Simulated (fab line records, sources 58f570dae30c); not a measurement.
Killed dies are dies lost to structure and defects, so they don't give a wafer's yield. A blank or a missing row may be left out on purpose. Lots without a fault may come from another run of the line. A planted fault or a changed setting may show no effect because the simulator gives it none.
Tool commonality check | flow berkeley_cmos170 | 14 lots, 42 wafers sampled

WHY IT WAS OPENED
At UCB170_M1_CD_MEAS_90 the reading cd_nm is flagged on 2 of 14 lots. Wafers without a fault read 700.3 nm, standard deviation 3.
Rule: a lot is flagged when every wafer of it that has a number lies more than 4 standard deviations from that mean, or none has a number. The other lots count as sound.

lot  | measured     | on        | cd_nm (nm), wafer by wafer | flag
L188 | day 6 23:12  | cd_sem-02 | 697.9 705.9 701.6          |
L189 | day 7 07:23  | cd_sem-01 | 703.2 700.1 700.4          |
L190 | day 7 07:30  | cd_sem-01 | 695.5 702.3 695.3          |
L192 | day 7 16:59  | cd_sem-02 | 699.6 698.5 698.0          |
L191 | day 7 18:53  | cd_sem-02 | 701.2 701.8 701.7          |
L193 | day 8 14:52  | cd_sem-01 | 697.1 700.4 698.5          |
L197 | day 9 01:04  | cd_sem-02 | 706.6 703.7 706.2          |
L199 | day 9 01:40  | cd_sem-02 | 698.7 698.4 698.4          |
L196 | day 9 02:11  | cd_sem-01 | 697.7 703.7 703.7          |
L202 | day 10 22:59 | cd_sem-02 | 679.5 678.7 679.4          | FLAGGED
L207 | day 11 05:39 | cd_sem-02 | 678.1 678.6 676.2          | FLAGGED
L208 | day 11 14:51 | cd_sem-02 | 698.1 698.5 702.6          |
L210 | day 11 21:53 | cd_sem-02 | 698.3 699.8 707.2          |
L211 | day 11 22:35 | cd_sem-02 | 699.6 698.1 698.8          |
The numbers of the flagged lots are 678.4 nm on average: -21.9 nm against the usual, or -7 standard deviations.

WHICH TOOL RAN EACH LOT
The record holds 2 process steps before the reading, out of a route of 331 steps. In each cell: the tool, then ch and the chambers that the sampled wafers went through, then the start.
lot  | flag    | UCB170_M1_METAL_ETCH_12           | UCB170_M1_STRIP_13
L188 |         | rie_metal-03 ch 0,1, day 6 22:57  | plasma_asher-01 ch 0,1, day 6 23:05
L189 |         | rie_metal-04 ch 0,1, day 7 07:03  | plasma_asher-01 ch 0,1, day 7 07:11
L190 |         | rie_metal-03 ch 0,1, day 7 07:12  | plasma_asher-04 ch 0,1, day 7 07:22
L192 |         | rie_metal-02 ch 0,1, day 7 16:43  | plasma_asher-01 ch 0,1, day 7 16:51
L191 |         | rie_metal-03 ch 1, day 7 18:38    | plasma_asher-04 ch 0, day 7 18:47
L193 |         | rie_metal-02 ch 1, day 8 14:38    | plasma_asher-04 ch 0,1, day 8 14:46
L197 |         | rie_metal-03 ch 1, day 9 00:50    | plasma_asher-01 ch 1, day 9 00:58
L199 |         | rie_metal-02 ch 0,1, day 9 01:25  | plasma_asher-04 ch 0,1, day 9 01:33
L196 |         | rie_metal-04 ch 0,1, day 9 01:56  | plasma_asher-01 ch 1, day 9 02:04
L202 | FLAGGED | rie_metal-02 ch 0,1, day 10 22:46 | plasma_asher-04 ch 0,1, day 10 22:53
L207 | FLAGGED | rie_metal-02 ch 0,1, day 11 05:25 | plasma_asher-03 ch 0,1, day 11 05:33
L208 |         | rie_metal-04 ch 0,1, day 11 14:37 | plasma_asher-03 ch 0,1, day 11 14:44
L210 |         | rie_metal-04 ch 0,1, day 11 21:38 | plasma_asher-03 ch 0,1, day 11 21:46
L211 |         | rie_metal-03 ch 0,1, day 11 22:22 | plasma_asher-04 ch 0,1, day 11 22:29
What these steps do:
- UCB170_M1_METAL_ETCH_12: etches Al in Cl2/BCl3, stops on PSG, target depth 780 nm, time 130 s.
- UCB170_M1_STRIP_13: strips in O2.
- UCB170_M1_CD_MEAS_90: target cd 700 nm.

FLAGGED OVER TOTAL, TOOL BY TOOL (the gauges that took the reading come last)
step                    | tool            | lots run | flagged | share of the flagged lots | sound lots run after its first flagged lot
UCB170_M1_METAL_ETCH_12 | rie_metal-02    | 5        | 2       | all                       | 0
UCB170_M1_METAL_ETCH_12 | rie_metal-03    | 5        | 0       | none                      | -
UCB170_M1_METAL_ETCH_12 | rie_metal-04    | 4        | 0       | none                      | -
UCB170_M1_STRIP_13      | plasma_asher-01 | 5        | 0       | none                      | -
UCB170_M1_STRIP_13      | plasma_asher-03 | 3        | 1       | some                      | 2 (L208,L210)
UCB170_M1_STRIP_13      | plasma_asher-04 | 6        | 1       | some                      | 1 (L211)
UCB170_M1_CD_MEAS_90    | cd_sem-01       | 4        | 0       | none                      | -
UCB170_M1_CD_MEAS_90    | cd_sem-02       | 10       | 2       | all                       | 3 (L208,L210,L211)

WHAT THE TABLE ALLOWS
2 rows of the table ran every flagged lot: rie_metal-02 at UCB170_M1_METAL_ETCH_12, cd_sem-02 at UCB170_M1_CD_MEAS_90.
- rie_metal-02 at UCB170_M1_METAL_ETCH_12: 2 of its 5 lots flagged. Its last sound lot is L199 (day 9 01:25), its first flagged lot L202 (day 10 22:46): a fault that began between those two fits.
- cd_sem-02 at UCB170_M1_CD_MEAS_90: 2 of its 10 lots flagged. Sound lots ran on it after the first flagged one (L208, L210, L211), which a lasting fault on the whole tool wouldn't allow.
One tool is left: rie_metal-02 at UCB170_M1_METAL_ETCH_12.

WHAT THE SIMULATOR HAD PUT IN
Process parameter drift: rie_metal-02, from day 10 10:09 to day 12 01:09, at UCB170_M1_METAL_ETCH_12. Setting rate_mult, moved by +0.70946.
Lots struck among those shown: L202, L207. The rule above found the same.
